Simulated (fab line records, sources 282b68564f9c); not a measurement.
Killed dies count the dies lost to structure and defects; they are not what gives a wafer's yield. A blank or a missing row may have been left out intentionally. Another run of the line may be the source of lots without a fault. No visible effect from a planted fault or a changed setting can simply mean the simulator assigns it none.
Which of the tools did it?    flow rit_cmos    14 lots, 42 wafers sampled, at 2 steps of a route of 202

## WHAT THE GAUGES SHOWED, per wafer
RIT_NRETRO_TW_MEAS_10.
lot   measured     on             NRETRO_TW
L480  day 2 10:52  film_metro-01  1039 1040 1041
L481  day 2 16:19  film_metro-01  1043 1039 1042
L482  day 2 22:13  film_metro-02  1053 1059 1057
L483  day 3 02:16  film_metro-01  1047 1037 1036
L484  day 3 07:12  film_metro-03  1040 1040 1042
L486  day 3 17:58  film_metro-01  1034 1046 1041
L487  day 3 22:35  film_metro-03  1042 1041 1040
L489  day 4 07:44  film_metro-01  1047 1048 1047
L490  day 4 13:07  film_metro-03  1048 1047 1041
L491  day 4 18:35  film_metro-02  1046 1048 1057
L494  day 5 08:26  film_metro-02  1050 1049 1048
L498  day 6 05:43  film_metro-03  934 935 929
L499  day 6 11:03  film_metro-03  939 933 935
L500  day 6 16:02  film_metro-01  1044 1045 1046

## WHICH TOOL RAN EACH LOT (tool, then ch and the chambers of the sampled wafers, then the start)
lot   RIT_NRETRO_IMPLANT_08
L480  implanter-04 ch 0, day 2 10:32
L481  implanter-01 ch 0, day 2 15:59
L482  implanter-04 ch 0, day 2 21:54
L483  implanter-04 ch 0, day 3 01:56
L484  implanter-04 ch 0, day 3 06:55
L486  implanter-02 ch 0, day 3 17:39
L487  implanter-01 ch 0, day 3 22:16
L489  implanter-02 ch 0, day 4 07:26
L490  implanter-02 ch 0, day 4 12:50
L491  implanter-04 ch 0, day 4 18:17
L494  implanter-01 ch 0, day 5 08:08
L498  implanter-02 ch 0, day 6 05:23
L499  implanter-02 ch 0, day 6 10:43
L500  implanter-01 ch 0, day 6 15:44
- RIT_NRETRO_IMPLANT_08

## AS READ BY THE TOOLS THEMSELVES (means over the sampled wafers that have a number; for cases with no such wafer, the mark the record gives instead)
RIT_NRETRO_IMPLANT_08.
lot   tool          beam_energy_keV  beam_on_s (s)
L480  implanter-04  70.011           10.03
L481  implanter-01  70.002           10.02
L482  implanter-04  69.979           10.09
L483  implanter-04  70.003           10.20
L484  implanter-04  70.008           10.18
L486  implanter-02  70.000           10.14
L487  implanter-01  70.001           10.03
L489  implanter-02  69.995           10.01
L490  implanter-02  69.999           10.03
L491  implanter-04  69.999           10.11
L494  implanter-01  69.990           9.92
L498  implanter-02  45.515           9.83
L499  implanter-02  45.514           10.01
L500  implanter-01  69.979           10.01

## THE ANSWER, worked out from the rows above alone
Rule: usual is defined by the lots themselves. The widest of any qualifying gaps counts: lots, ordered by their means at a reading, are off when they make up no more than a third of the lots, leave a main group of 4 or more, and stand apart from it by 3 or more times the standard deviation of that group's means. The tables above print the reading to a certain number of digits; a main group whose means all agree to those digits is not used. Also off: a lot with no number at a reading for which 4 or more lots have one. Where the step has rows for the other lots, those lots are counted as sound. After the gauges, taken in route order, come the tools' own readings; for these a lot's mean is taken, as printed above. The first step at which some lot is off is used, and at that step the reading that is off furthest; a lot without a number counts as furthest.
Off: L498, L499, seen at RIT_NRETRO_TW_MEAS_10 (NRETRO_TW). For the main group the mean is 1045 and the standard deviation 5.
If a tool, at a process step before that reading, ran all the lots that are off and no sound lot after the first of them, it fits. The gauges at RIT_NRETRO_TW_MEAS_10 aren't tried: what is off there is off at RIT_NRETRO_IMPLANT_08 too, on other tools, and a gauge's error can't cause that. One candidate fits, namely implanter-02 at RIT_NRETRO_IMPLANT_08. Its last sound lot is L490 (day 4 12:50), its first lot that is off L498 (day 6 05:23): a fault that began between those two fits.
On the lots that are off, the tool's own readings at RIT_NRETRO_IMPLANT_08 differ by more than 5 times the standard deviation of the sound lots' means, which bears it out; beam_energy_keV reads 45.514 there versus 69.997 on the sound lots.

## WHAT HAD BEEN PUT IN BY THE SIMULATOR
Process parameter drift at RIT_NRETRO_IMPLANT_08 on implanter-02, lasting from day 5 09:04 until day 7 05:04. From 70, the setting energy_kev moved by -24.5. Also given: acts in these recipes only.
Shown lots that were struck: L498, L499. The rule above found the same.
